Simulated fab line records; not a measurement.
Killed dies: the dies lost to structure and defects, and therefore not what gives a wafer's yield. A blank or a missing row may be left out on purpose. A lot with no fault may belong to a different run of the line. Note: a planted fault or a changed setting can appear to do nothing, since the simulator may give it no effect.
Code-filled problem report in 8D (eight disciplines) form || flow ritCmos || the parts of the form that need people (team, actions taken, sign-off) are left out

1. THE ISSUE
At RIT_NLDD_SOFTBAKE_02, heaterPowerTotalW averages 32.44 W over 6 wafers from 2 lots, while fault-free wafers read 34.56 W, standard deviation 0.052. Relative to the usual mean, that is a shift of -41 standard deviations.
The step: time 60 s.
First observed at day 4 21:37: wafer L976.2, on lithoTrack-03. At this step, 42 wafers from 14 lots have a number in the record. The rule behind "out" and "out of limits": a value lying over 4 standard deviations away from the usual mean. Any other wafer with a number is counted as sound.

2. WHAT IT IS, AND WHAT IT ISN'T
{"question": "which readings at this step", "is": "heaterPowerTotalW, plateTempC", "is not": "-"}
{"question": "which lots", "is": "L976, L982", "is not": "L966, L968, L971, L973, L974, L975, L977, L978, L984, L985, L986, L988"}
{"question": "which wafers of those lots", "is": "all that have a number", "is not": "-"}
{"question": "read on which tools", "is": "lithoTrack-03", "is not": "lithoTrack-01, lithoTrack-04"}
{"question": "when", "is": "from day 4 21:37", "is not": "up to then (18 sound wafers); but 18 sound wafers of L977, L978, L984, L985, L986, L988 came after"}

3. WHAT RULES OUT EACH SUSPECT
Counting: a tool at any process step up to the reading remains a suspect when it ran all the lots that are out and ran no sound lot after the first of those.
- lithoTrack-03 at RIT_NLDD_SOFTBAKE_02 (time 60 s): kept. All lots that are out passed through it, beginning with L976 at day 4 21:37, and no sound lot followed; its final sound lot before that point was L975 at day 4 17:43. Its own readings are out on those wafers: heaterPowerTotalW, plateTempC.
Remaining after the count: lithoTrack-03 at RIT_NLDD_SOFTBAKE_02.

4. THE CAUSE (what the simulator had put in)
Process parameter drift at RIT_NLDD_SOFTBAKE_02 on lithoTrack-03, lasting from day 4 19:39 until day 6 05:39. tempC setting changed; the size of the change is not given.
This tool alone remained once counting was done.

5. THE EFFECT CHAIN, in route order
Each row: a reading whose mean over the struck wafers that have a number lies more than 3 standard deviations from the usual. Scope: only readings with a usual standard deviation given in the record; hours: median across lots of the time from each lot's start at the first step in this table that gives one to its start at this step; sigmas: change in usual standard deviations.
{"hours": 0, "step": "RIT_NLDD_SOFTBAKE_02", "reading": "heaterPowerTotalW", "usual": "34.56 W", "on struck wafers": 32.44, "change": -2.12, "sigmas": -41}
{"hours": 0, "step": "RIT_NLDD_SOFTBAKE_02", "reading": "plateTempC", "usual": "90.05 C", "on struck wafers": 86.07, "change": -3.98, "sigmas": -31}
The process steps in it:
- RIT_NLDD_SOFTBAKE_02: time 60 s.

6. HOW IT WOULD HAVE BEEN CAUGHT EARLIER
2 hours passed between the start of the fault at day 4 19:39 and the first reading out of limits in this record, taken at day 4 21:37.
